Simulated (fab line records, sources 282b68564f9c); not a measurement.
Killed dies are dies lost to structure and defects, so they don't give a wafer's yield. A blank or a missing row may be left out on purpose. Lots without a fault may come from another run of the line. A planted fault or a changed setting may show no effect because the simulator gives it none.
One fault seen from 2 desks | flow rit_cmos | each desk has only its own numbers; what lay behind them comes last

THE METROLOGY DESK
What the gauges read, lot by lot, whatever tool the lot ran on: means of the sampled wafers that have a number. A lot is out of limits, marked OUT, if its mean lies more than 4 standard deviations from the usual mean; the brackets give that distance.
Columns: A = NRETRO_OVL at RIT_NRETRO_OVL_MEAS_06, usual 0.6 nm; B = PSD_RS at RIT_SDANNEAL_RS_MEAS_04, usual 116.00 ohm/sq; C = NSD_RS at RIT_SDANNEAL_RS_MEAS_05, usual 84.52 ohm/sq; D = PLDD_RS at RIT_SDANNEAL_RS_MEAS_06, usual 178.8 ohm/sq
lot  | first seen here | A    | B               | C     | D
L464 | day 2 07:01     | 0.6  | 115.78          | 84.27 | 178.7
L465 | day 2 11:46     | -0.6 | 116.33          | 84.40 | 179.4
L466 | day 2 16:58     | 1.6  | 115.84          | 84.53 | 178.6
L467 | day 3 02:40     | 0.0  | 115.76          | 84.61 | 177.9
L468 | day 3 05:21     | 2.5  | 116.31          | 84.38 | 179.1
L469 | day 3 09:22     | 0.1  | 116.11          | 84.55 | 178.6
L470 | day 3 17:26     | 0.5  | 115.77          | 84.40 | 178.7
L471 | day 3 20:52     | 2.1  | 116.18          | 84.42 | 179.2
L472 | day 3 23:26     | 1.6  | 115.79          | 84.07 | 178.3
L477 | day 5 02:57     | 1.7  | 94.03 (-76) OUT | 83.72 | 160.3 (-39) OUT
L479 | day 5 11:36     | -1.4 | 94.13 (-75) OUT | 83.53 | 159.6 (-40) OUT
L485 | day 7 01:56     | -0.9 | 116.39          | 85.02 | 179.1
L486 | day 7 08:28     | 1.6  | 116.46          | 84.51 | 179.0
This desk's finding: out of limits on L477, L479; first on L477, day 6 02:34 (PSD_RS at RIT_SDANNEAL_RS_MEAS_04). In limits: L464, L465, L466, L467, L468, L469, L470, L471, L472, L485, L486.

THE TOOL OWNER'S DESK: rtp_anneal-02
The tool's own readings at RIT_SDANNEAL_RTA_03 (time 5 s): means of the sampled wafers that have a number, for each lot that ran on this tool. A lot is out of limits, marked OUT, if its mean lies more than 4 standard deviations from the usual mean; the brackets give that distance.
Columns: A = ramp_down_c_per_s at RIT_SDANNEAL_RTA_03, usual 171.00; B = wafer_temp_C_max at RIT_SDANNEAL_RTA_03, usual 1053.6
lot  | first seen here | A      | B
L465 | day 3 13:01     | 171.00 | 1054.0
L467 | day 4 01:34     | 170.97 | 1053.3
L469 | day 4 08:28     | 171.01 | 1053.2
L471 | day 4 18:13     | 170.99 | 1053.9
L477 | day 6 02:31     | 171.01 | 1087.0 (+30) OUT
L479 | day 6 17:44     | 171.03 | 1086.4 (+30) OUT
This desk's finding: out of limits on L477, L479; first on L477, day 6 02:31 (wafer_temp_C_max at RIT_SDANNEAL_RTA_03). In limits: L465, L467, L469, L471.

PUT TOGETHER
The tool owner's desk could have raised an alarm at day 6 02:31, on L477, L479.
The metrology desk could have raised an alarm at day 6 02:34, on L477, L479.
Of the lots named, all ran RIT_SDANNEAL_RTA_03 on rtp_anneal-02.

WHAT THE SIMULATOR HAD PUT IN
Process parameter drift: rtp_anneal-02, from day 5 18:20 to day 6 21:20, at RIT_SDANNEAL_RTA_03. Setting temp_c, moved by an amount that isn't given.
Lots struck among those shown: L477, L479.
Hours from the fault's start to each desk's first reading out of limits: the tool owner's desk, 8; the metrology desk, 8.
